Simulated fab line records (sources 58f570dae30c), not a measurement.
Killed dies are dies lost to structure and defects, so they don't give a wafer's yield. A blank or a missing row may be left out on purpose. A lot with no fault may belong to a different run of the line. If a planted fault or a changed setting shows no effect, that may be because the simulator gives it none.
A single fault, viewed from 2 desks + flow berkeley-cmos170 + each desk has only its own numbers; what lay behind them comes last

== DESK OF THE TOOL OWNER: implanter-02 ==
The tool's own readings at UCB170_PLDD_IMPLANT_08, given as means over the sampled wafers that have a number, one for each lot that went through this tool. Marked OUT: a lot whose mean sits more than 4 standard deviations from the usual mean, which makes it out of limits; the brackets give that distance.
Columns: A = dose-ions-cm2 at UCB170_PLDD_IMPLANT_08, usual 5e+13; B = faraday-current-uA at UCB170_PLDD_IMPLANT_08, usual 159; C = tilt-deg at UCB170_PLDD_IMPLANT_08, usual 7.001 degrees
| lot  | first seen here | A                       | B            | C     |
|------|-----------------|-------------------------|--------------|-------|
| L259 | day 7 00:30     | 5e+13                   | 159          | 6.995 |
| L261 | day 7 12:41     | 5e+13                   | 158          | 7.029 |
| L264 | day 8 10:07     | 5e+13                   | 162          | 6.971 |
| L268 | day 8 20:17     | 5e+13                   | 160          | 7.022 |
| L271 | day 10 06:19    | 3e+13 (-99 or more) OUT | 86 (-23) OUT | 7.012 |
| L278 | day 11 00:20    | 3e+13 (-99 or more) OUT | 87 (-22) OUT | 7.021 |
This desk's verdict: out of limits on L271, L278, starting with L271 at day 10 06:19 (dose-ions-cm2 at UCB170_PLDD_IMPLANT_08). L259, L261, L264, L268: within limits.

== AT THE METROLOGY DESK ==
What the gauges read, lot by lot, whatever tool the lot ran on: means of the sampled wafers that have a number. Marked OUT: a lot whose mean sits more than 4 standard deviations from the usual mean, which makes it out of limits; the brackets give that distance.
Columns: A = cd-nm at UCB170_ACTIVE_CD_MEAS_90, usual 1200.1 nm; B = NVT_TW at UCB170_NVT_TW_MEAS_09, usual 521; C = PVT_OVL at UCB170_PVT_OVL_MEAS_06, usual 0 nm; D = PLDD_TW at UCB170_PLDD_TW_MEAS_11, usual 1007; E = PLDD_RS at UCB170_SDANNEAL_RS_MEAS_04, usual 1032.0 ohm/sq
| lot  | first seen here | A      | B   | C   | D              | E                |
|------|-----------------|--------|-----|-----|----------------|------------------|
| L260 | day 4 19:41     | 1198.1 | 520 | -1  | 1022           | 1034.2           |
| L259 | day 4 20:03     | 1200.8 | 516 | 1   | 1020           | 1033.2           |
| L261 | day 5 06:19     | 1199.5 | 515 | 0   | 1023           | 1028.1           |
| L263 | day 5 06:26     | 1201.6 | 521 | 7   | 1021           | 1035.2           |
| L266 | day 5 23:43     | 1200.8 | 520 | 5   | 991            | 1030.3           |
| L264 | day 6 00:13     | 1198.4 | 518 | 3   | 1000           | 1034.6           |
| L268 | day 6 13:07     | 1200.0 | 521 | 4   | 990            | 1032.1           |
| L269 | day 7 01:26     | 1198.7 | 527 | -11 | 1016           | 1030.5           |
| L271 | day 7 06:40     | 1201.0 | 517 | -1  | 921 (-8.7) OUT | 1260.4 (+82) OUT |
| L278 | day 8 20:56     | 1199.4 | 521 | 1   | 925 (-8.3) OUT | 1259.1 (+81) OUT |
| L279 | day 9 05:25     | 1200.5 | 519 | -4  | 1011           | 1033.2           |
| L277 | day 9 05:38     | 1200.4 | 525 | -2  | 1012           | 1036.2           |
| L281 | day 9 17:16     | 1199.5 | 526 | -1  | 998            | 1033.7           |
| L282 | day 9 17:26     | 1196.9 | 522 | -1  | 1013           | 1028.3           |
Finding of this desk: L271, L278 out of limits, first seen on L271 at day 10 06:42 (PLDD_TW at UCB170_PLDD_TW_MEAS_11). L260, L259, L261, L263, L266, L264, L268, L269, L279, L277, L281, L282: within limits.

== PUT TOGETHER ==
At day 10 06:19, on L271, L278, the tool owner's desk was in a position to raise an alarm.
L271, L278 would have let the metrology desk raise an alarm at day 10 06:42.
Of the lots named, all ran UCB170_PLDD_IMPLANT_08 on implanter-02.

== WHAT THE SIMULATOR HAD INSERTED ==
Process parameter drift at UCB170_PLDD_IMPLANT_08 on implanter-02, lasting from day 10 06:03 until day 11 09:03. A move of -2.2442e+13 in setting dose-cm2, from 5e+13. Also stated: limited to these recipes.
Shown lots that were struck: L271, L278.
Delay (hours) between the fault's onset and each desk's first out-of-limits reading: 0 at the tool owner's desk, 1 at the metrology desk.
